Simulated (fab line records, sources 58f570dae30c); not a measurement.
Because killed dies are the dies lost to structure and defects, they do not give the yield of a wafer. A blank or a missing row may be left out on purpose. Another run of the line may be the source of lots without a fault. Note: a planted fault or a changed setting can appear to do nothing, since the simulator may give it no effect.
Which tool did it?    flow berkeley-cmos170    21 wafers from 7 lots sampled at 3 of the route's 331 steps

== WHAT THE GAUGES READ, wafer by wafer ==
UCB170_NSD_TW_MEAS_10.
lot   measured      on             NSD_TW
L758  day 7 00:19   film-metro-02  4251 4214 4227
L762  day 7 13:14   film-metro-01  4165 4168 4185
L763  day 8 00:20   film-metro-04  4143 4140 4145
L769  day 9 10:23   film-metro-02  4224 4234 4221
L771  day 9 21:13   film-metro-01  3697 3680 3702
L777  day 10 00:19  film-metro-01  4193 4167 4181
L780  day 11 08:55  film-metro-01  4167 4182 4201

== TOOL THAT RAN EACH LOT (tool first, then ch and the chambers of the sampled wafers, then the start) ==
lot   UCB170_NSD_IMPLANT_08            UCB170_NSD_STRIP_09
L758  implanter-03 ch 0, day 7 00:04   plasma-asher-03 ch 1, day 7 00:13
L762  implanter-02 ch 0, day 7 13:01   plasma-asher-03 ch 0,1, day 7 13:08
L763  implanter-03 ch 0, day 8 00:05   plasma-asher-04 ch 0,1, day 8 00:14
L769  implanter-04 ch 0, day 9 10:08   plasma-asher-04 ch 0,1, day 9 10:17
L771  implanter-04 ch 0, day 9 20:58   plasma-asher-04 ch 0,1, day 9 21:07
L777  implanter-02 ch 0, day 10 00:05  plasma-asher-02 ch 0,1, day 10 00:13
L780  implanter-03 ch 0, day 11 08:41  plasma-asher-02 ch 0,1, day 11 08:48
- UCB170_NSD_IMPLANT_08
- UCB170_NSD_STRIP_09: strips in O2.

== THE ANSWER, worked out from the rows above alone ==
Rule: the usual values come from the lots themselves. The widest of any qualifying gaps counts: lots, ordered by their means at a reading, are off when they make up no more than a third of the lots, leave a main group of 4 or more, and stand apart from it by 3 or more times the standard deviation of that group's means. A main group whose means are all the same, to the digits that the tables above print for the reading, isn't used. Also off: a lot with no number at a reading for which 4 or more lots have one. The other lots that the step has rows for count as sound.
Off: L771, seen at UCB170_NSD_TW_MEAS_10 (NSD_TW). The main group: mean 4189, standard deviation 31.
A tool fits if, at a process step before that reading, it ran every lot that is off, and no sound lot after the first of them. Gauges at UCB170_NSD_TW_MEAS_10: tried the same way as those tools. Undecided on this evidence; 2 tools fit (implanter-04 at UCB170_NSD_IMPLANT_08, plasma-asher-04 at UCB170_NSD_STRIP_09).

== WHAT WAS PUT IN BY THE SIMULATOR ==
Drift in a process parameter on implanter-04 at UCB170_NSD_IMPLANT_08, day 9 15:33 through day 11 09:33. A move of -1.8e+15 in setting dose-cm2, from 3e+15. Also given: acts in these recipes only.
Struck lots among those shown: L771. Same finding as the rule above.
